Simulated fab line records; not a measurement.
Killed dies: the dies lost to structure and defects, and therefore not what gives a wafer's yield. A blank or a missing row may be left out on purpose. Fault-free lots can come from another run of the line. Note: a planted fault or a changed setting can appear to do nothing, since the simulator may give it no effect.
Lot-split experiment | flow rit-cmos | on a route of 202 steps: 5 lots, 27 wafers read

## THE SPLIT
At RIT_ACTIVE_OXIDATION_01 (target thk 46.8 nm, ox time 3360 s), the setting ox-time-s was moved away from the recipe's 3360 s on 24 of the 27 wafers read, by -33.2% to +51.8%. All remaining wafers had this setting at the recipe value.

There is no step in the file separating the split from the reading.

## THE READING
ACTIVE_OXIDE_THK (nm), taken at RIT_ACTIVE_THK_MEAS_02. Fault-free wafers of this fab line usually give 46.8 nm, standard deviation 0.96 nm.

wafer  | tool, chamber at the split | ox-time-s as run, s | against the recipe | ACTIVE_OXIDE_THK, nm | against lot-mates on the recipe
L074.1 | -, -                       | 5101                | +51.8%             | 61.1                 | no lot-mate on the recipe
L074.2 | -, -                       | 5101                | +51.8%             | 61.3                 | no lot-mate on the recipe
L074.3 | -, -                       | 5101                | +51.8%             | 62.3                 | no lot-mate on the recipe
L074.4 | -, -                       | 5101                | +51.8%             | 62.0                 | no lot-mate on the recipe
L074.5 | -, -                       | 5101                | +51.8%             | 61.7                 | no lot-mate on the recipe
L074.6 | -, -                       | 5101                | +51.8%             | 61.6                 | no lot-mate on the recipe
L077.2 | furnace-01, 0              | 3360                | recipe             | 48.3                 | -
L077.3 | furnace-01, 0              | 3360                | recipe             | 48.1                 | -
L077.6 | furnace-01, 0              | 3360                | recipe             | 48.1                 | -
L079.1 | -, -                       | 2246                | -33.2%             | 37.6                 | no lot-mate on the recipe
L079.2 | -, -                       | 2246                | -33.2%             | 38.1                 | no lot-mate on the recipe
L079.3 | -, -                       | 2246                | -33.2%             | 37.2                 | no lot-mate on the recipe
L079.4 | -, -                       | 2246                | -33.2%             | 37.9                 | no lot-mate on the recipe
L079.5 | -, -                       | 2246                | -33.2%             | 37.0                 | no lot-mate on the recipe
L079.6 | -, -                       | 2246                | -33.2%             | 38.5                 | no lot-mate on the recipe
L081.1 | -, -                       | 3998                | +19.0%             | 51.1                 | no lot-mate on the recipe
L081.2 | -, -                       | 3998                | +19.0%             | 51.3                 | no lot-mate on the recipe
L081.3 | -, -                       | 3998                | +19.0%             | 51.5                 | no lot-mate on the recipe
L081.4 | -, -                       | 3998                | +19.0%             | 52.1                 | no lot-mate on the recipe
L081.5 | -, -                       | 3998                | +19.0%             | 51.2                 | no lot-mate on the recipe
L081.6 | -, -                       | 3998                | +19.0%             | 51.7                 | no lot-mate on the recipe
L084.1 | -, -                       | 2259                | -32.8%             | 37.2                 | no lot-mate on the recipe
L084.2 | -, -                       | 2259                | -32.8%             | 37.3                 | no lot-mate on the recipe
L084.3 | -, -                       | 2259                | -32.8%             | 37.5                 | no lot-mate on the recipe
L084.4 | -, -                       | 2259                | -32.8%             | 37.2                 | no lot-mate on the recipe
L084.5 | -, -                       | 2259                | -32.8%             | 37.3                 | no lot-mate on the recipe
L084.6 | -, -                       | 2259                | -32.8%             | 37.6                 | no lot-mate on the recipe

FIT RESULTS
A straight line over all 27 wafers: ACTIVE_OXIDE_THK changes by +0.282 nm for each +1% of ox-time-s; r = +1.00; the points scatter about the line by 0.71 nm.
Too few moved wafers with a lot-mate on the recipe to fit a line net of each lot's own level.

## THE WHOLE CHAIN: every reading that the file lists as answering this split, in the file's order
step                    | what it does                                                        | reading                                                                             | change (the file's fit)               | r (the file's)
RIT_ACTIVE_OXIDATION_01 | target thk 46.8 nm, ox time 3360 s                                  | SiO2_of_ACTIVE_OXIDATION_01.thk-nm (the simulator's own value, which no gauge read) | +0.282 nm for each +1% of the setting | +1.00
RIT_ACTIVE_THK_MEAS_02  |                                                                     | ACTIVE_OXIDE_THK                                                                    | +0.282 for each +1% of the setting    | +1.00
RIT_ACTIVE_ETCH_13      | etches Si3N4 in SF6, stops on SiO2, time 210 s, target depth 210 nm | SiO2_of_ACTIVE_OXIDATION_01.thk-nm (the simulator's own value, which no gauge read) | +0.29 nm for each +1% of the setting  | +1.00
RIT_FOX2_WET_ETCH_03    | etches Si3N4 in H3PO4, target depth 195 nm, time 2700 s             | SiO2_of_ACTIVE_OXIDATION_01.thk-nm (the simulator's own value, which no gauge read) | +0.257 nm for each +1% of the setting | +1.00
RIT_M1_PROBE_99         |                                                                     | etest.nldd.width-nm (the simulator's own value, which no gauge read)                | -2.59 nm for each +1% of the setting  | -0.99
RIT_M1_PROBE_99         |                                                                     | etest.pldd.width-nm (the simulator's own value, which no gauge read)                | -2.56 nm for each +1% of the setting  | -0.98

## THE FILE'S OWN FIT
ACTIVE_OXIDE_THK changes by +0.282 nm for each +1% of ox-time-s, r = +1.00.
